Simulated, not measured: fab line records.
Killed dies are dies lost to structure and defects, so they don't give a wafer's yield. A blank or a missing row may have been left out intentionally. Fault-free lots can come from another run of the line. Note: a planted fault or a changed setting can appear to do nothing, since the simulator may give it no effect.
A lot that was struck, set against a sound lot -- flow ritCmos -- 18 out of 202 route steps
Sound: wafers L500.1, L500.2, L500.5. Struck: wafers L506.1, L506.2, L506.4. At the end, the cause is stated.
At each step with rows: each side's tool, then ch and its chambers, then its first start. Under that, the readings that differ: sound wafers -- struck wafers -- difference of the means -- sigmas: that difference in standard deviations of wafers without a fault.
alike: readings with means less than 2 such deviations apart, plus words and numbers identical on both sides. not compared: withheld readings, readings lacking a value on some wafer, bounds such as >300 that could conceal the same value, and numbers that have no deviation in the record and whose values overlap.
A row with sigmas, a row that says differs or no value, or rows on one side alone: a step with any of these is where the two part. When numbers do not overlap yet have no deviation, they are printed without sigmas and do not part them. A reading that every wafer of one side lacks parts them only if that side has two wafers or more.

first, 1 step without rows for these wafers: RIT_PWELL_DEVELOP_05 (develop time 68 s).
RIT_PWELL_OVL_MEAS_06:
  sound on overlay-02 at day 3 23:59; struck on overlay-01 at day 5 06:13
  alike: PWELL_OVL
then, 2 steps without rows for these wafers: RIT_PWELL_HARDBAKE_07 (time 120 s); RIT_PWELL_IMPLANT_08.
RIT_PWELL_STRIP_09: strips in O2, time 180 s.
  sound on plasmaAsher-03 ch 0,1, day 4 00:25; struck on plasmaAsher-03 ch 0,1, day 5 06:38
  alike: drypumpMotorCurrentA
  not compared: rfHoursCounterH
RIT_PWELL_TW_MEAS_10:
  sound on filmMetro-01 at day 4 00:35; struck on filmMetro-01 at day 5 06:49
  alike: PWELL_TW
then, 1 step without rows for these wafers: RIT_WELLDRIVE_ANNEAL_00 (time 14700 s).
RIT_WELLDRIVE_RS_MEAS_01: measurement is done with a four-point probe.
  sound on filmMetro-01 at day 4 05:44; struck on filmMetro-02 at day 5 12:04
  alike: NWELL_RS
RIT_WELLDRIVE_RS_MEAS_02: measurement is done with a four-point probe.
  sound on filmMetro-01 at day 4 05:51; struck on filmMetro-02 at day 5 12:11
  alike: PWELL_RS
then, 3 steps without rows for these wafers: RIT_NRETRO_HMDS_00 (prime time 60 s); RIT_NRETRO_COAT_01 (resist thk 1300 nm); RIT_NRETRO_SOFTBAKE_02 (time 60 s).
RIT_NRETRO_EXPOSE_03: exposes mask M4, target cd 43900 nm.
  sound on ilineStepper-01 ch 0, day 4 06:25; struck on ilineStepper-02 ch 0, day 5 12:46
reading,sound,struck,difference,sigmas
model.NRETRO.overlayXNm (nm),-0.03797 -0.03797 -0.03797,-180.1 -180.1 -180.1,-180.1,
  alike: mask
then, 2 steps without rows for these wafers: RIT_NRETRO_PEB_04; RIT_NRETRO_DEVELOP_05 (develop time 68 s).
RIT_NRETRO_OVL_MEAS_06:
  sound on overlay-01 at day 4 06:51; struck on overlay-02 at day 5 13:11
reading,sound,struck,difference,sigmas
NRETRO_OVL (nm),0.0 -0.3 2.0,-182.4 -183.4 -183.1,-183.5,-92
then, 1 step without rows for these wafers: RIT_NRETRO_HARDBAKE_07 (time 120 s).
RIT_M1_PROBE_99:
  sound on prober-02 at day 5 10:19; struck on prober-02 at day 6 18:13
reading,sound,struck,difference,sigmas
model.etest.retroEdgeNmos.offLog10AUm,-9.924 -9.952 -9.813,-9.144 -8.778 -8.505,+1.087,
model.etest.retroEdgePmos.offLog10AUm,-10.16 -10.08 -10.2,-8.658 -8.689 -8.673,+1.473,
  alike: killedAtContacts, killedAtFrontEnd, killedDies, killedOpen, killedShort

## WHERE THEY PART
At RIT_NRETRO_OVL_MEAS_06 and nowhere else, as far as this record goes. Later steps at which nothing parts them and some readings are alike: RIT_M1_PROBE_99.

WHY: the cause the simulator had injected
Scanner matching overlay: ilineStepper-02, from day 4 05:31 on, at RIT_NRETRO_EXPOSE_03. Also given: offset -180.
